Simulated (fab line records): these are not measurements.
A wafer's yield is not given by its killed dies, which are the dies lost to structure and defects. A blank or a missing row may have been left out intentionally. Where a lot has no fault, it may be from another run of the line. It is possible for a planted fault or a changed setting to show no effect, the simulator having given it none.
What tool caused it? / flow ritCmos / 14 lots with 42 wafers sampled at 2 steps, on a route of 202 steps

## WHAT THE GAUGES SHOWED, per wafer
RIT_ACTIVE_CD_MEAS_90: target cd 1400 nm. Usual: cdNm at 1400.5 nm, with a standard deviation of 2.1.
lot=L988; measured=day 1 15:02; on=cdSem-01; cdNm (nm)=1399.1 1399.0 1401.4; flag=
lot=L989; measured=day 1 20:22; on=cdSem-01; cdNm (nm)=1401.4 1399.9 1402.1; flag=
lot=L991; measured=day 2 06:52; on=cdSem-02; cdNm (nm)=1396.9 1400.0 1397.9; flag=
lot=L993; measured=day 2 17:29; on=cdSem-01; cdNm (nm)=1400.3 1399.4 1402.7; flag=
lot=L994; measured=day 2 21:16; on=cdSem-02; cdNm (nm)=1399.6 1399.6 1400.4; flag=
lot=L995; measured=day 3 03:10; on=cdSem-01; cdNm (nm)=1403.7 1400.3 1401.9; flag=
lot=L996; measured=day 3 08:13; on=cdSem-01; cdNm (nm)=1403.7 1401.3 1401.4; flag=
lot=L997; measured=day 3 12:01; on=cdSem-02; cdNm (nm)=1401.7 1400.8 1401.5; flag=
lot=L998; measured=day 3 18:50; on=cdSem-01; cdNm (nm)=1401.0 1400.8 1401.3; flag=
lot=L100; measured=day 4 05:01; on=cdSem-01; cdNm (nm)=1396.0 1399.2 1397.9; flag=
lot=L104; measured=day 4 23:55; on=cdSem-02; cdNm (nm)=1400.2 1400.4 1400.2; flag=
lot=L105; measured=day 5 04:59; on=cdSem-02; cdNm (nm)=- - -; flag=OFF
lot=L106; measured=day 5 09:26; on=cdSem-01; cdNm (nm)=- - -; flag=OFF
lot=L111; measured=day 6 11:00; on=cdSem-02; cdNm (nm)=1399.7 1400.2 1399.5; flag=

## TOOL THAT RAN EACH LOT (tool first, then ch and the chambers of the sampled wafers, then the start)
lot=L988; RIT_ACTIVE_CVD_03=lpcvd-01 ch 1, day 1 12:07
lot=L989; RIT_ACTIVE_CVD_03=lpcvd-02 ch 1, day 1 17:21
lot=L991; RIT_ACTIVE_CVD_03=lpcvd-01 ch 0, day 2 03:07
lot=L993; RIT_ACTIVE_CVD_03=lpcvd-01 ch 1, day 2 14:31
lot=L994; RIT_ACTIVE_CVD_03=lpcvd-01 ch 0, day 2 18:07
lot=L995; RIT_ACTIVE_CVD_03=lpcvd-01 ch 1, day 2 23:53
lot=L996; RIT_ACTIVE_CVD_03=lpcvd-01 ch 1, day 3 05:11
lot=L997; RIT_ACTIVE_CVD_03=lpcvd-01 ch 1, day 3 09:07
lot=L998; RIT_ACTIVE_CVD_03=lpcvd-01 ch 1, day 3 15:53
lot=L100; RIT_ACTIVE_CVD_03=lpcvd-02 ch 0, day 4 01:59
lot=L104; RIT_ACTIVE_CVD_03=lpcvd-02 ch 0, day 4 20:56
lot=L105; RIT_ACTIVE_CVD_03=lpcvd-01 ch 0, day 5 01:55
lot=L106; RIT_ACTIVE_CVD_03=lpcvd-01 ch 1, day 5 06:24
lot=L111; RIT_ACTIVE_CVD_03=lpcvd-02 ch 1, day 6 07:56
- RIT_ACTIVE_CVD_03: deposits Si3N4 from SiH2Cl2/NH3, target thk 150 nm, time 1500 s.

## WHAT THE TOOLS THEMSELVES READ (means of the sampled wafers that have a number; where no wafer has one, the mark that the record gives instead)
RIT_ACTIVE_CVD_03. Usual: nh3FlowSccm 150.1 sccm, standard deviation 0.44; pressureMtorr 300.0 mTorr, standard deviation 0.57.
lot=L988; tool=lpcvd-01; nh3FlowSccm (sccm)=150.1; pressureMtorr (mTorr)=299.7; flag=
lot=L989; tool=lpcvd-02; nh3FlowSccm (sccm)=149.7; pressureMtorr (mTorr)=299.8; flag=
lot=L991; tool=lpcvd-01; nh3FlowSccm (sccm)=149.7; pressureMtorr (mTorr)=299.9; flag=
lot=L993; tool=lpcvd-01; nh3FlowSccm (sccm)=150.0; pressureMtorr (mTorr)=300.2; flag=
lot=L994; tool=lpcvd-01; nh3FlowSccm (sccm)=150.0; pressureMtorr (mTorr)=300.5; flag=
lot=L995; tool=lpcvd-01; nh3FlowSccm (sccm)=150.4; pressureMtorr (mTorr)=299.8; flag=
lot=L996; tool=lpcvd-01; nh3FlowSccm (sccm)=150.2; pressureMtorr (mTorr)=300.4; flag=
lot=L997; tool=lpcvd-01; nh3FlowSccm (sccm)=149.6; pressureMtorr (mTorr)=299.9; flag=
lot=L998; tool=lpcvd-01; nh3FlowSccm (sccm)=149.7; pressureMtorr (mTorr)=299.5; flag=
lot=L100; tool=lpcvd-02; nh3FlowSccm (sccm)=150.2; pressureMtorr (mTorr)=300.3; flag=
lot=L104; tool=lpcvd-02; nh3FlowSccm (sccm)=150.3; pressureMtorr (mTorr)=300.0; flag=
lot=L105; tool=lpcvd-01; nh3FlowSccm (sccm)=-; pressureMtorr (mTorr)=-; flag=OFF
lot=L106; tool=lpcvd-01; nh3FlowSccm (sccm)=-; pressureMtorr (mTorr)=-; flag=OFF
lot=L111; tool=lpcvd-02; nh3FlowSccm (sccm)=150.0; pressureMtorr (mTorr)=299.7; flag=

## THE ANSWER, worked out from the rows above alone
Rule: a lot is off if the mean of its wafers that have a number lies more than 3 standard deviations from the usual mean. Also off: a lot with no number at a reading for which 4 or more lots have one. Where the step has rows for the other lots, those lots are counted as sound. First the gauges in route order, then the tools' own readings, where a lot's mean is used as printed above. The first step at which some lot is off is used, and at that step the reading that is off furthest; a lot without a number counts as furthest.
Off, at RIT_ACTIVE_CD_MEAS_90 on cdNm: L105, L106. Without a number there: L105, L106.
If a tool, at a process step before that reading, ran all the lots that are off and no sound lot after the first of them, it fits. Not tried: the gauges at RIT_ACTIVE_CD_MEAS_90; whatever is off there is also off at RIT_ACTIVE_CVD_03, on other tools, and gauge error can't account for it. One fits: lpcvd-01 at RIT_ACTIVE_CVD_03. Its last sound lot is L998 (day 3 15:53), its first lot that is off L105 (day 5 01:55): a fault that began between those two fits.
Blank at RIT_ACTIVE_CVD_03 on the lots that are off, where sound lots have numbers: nh3FlowSccm, pressureMtorr.

## WHAT THE SIMULATOR HAD PUT IN
Whole step skipped at RIT_ACTIVE_CVD_03 on lpcvd-01, starting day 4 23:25. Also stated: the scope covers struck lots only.
Lots struck among those shown: L105, L106. This agrees with what the rule above found.
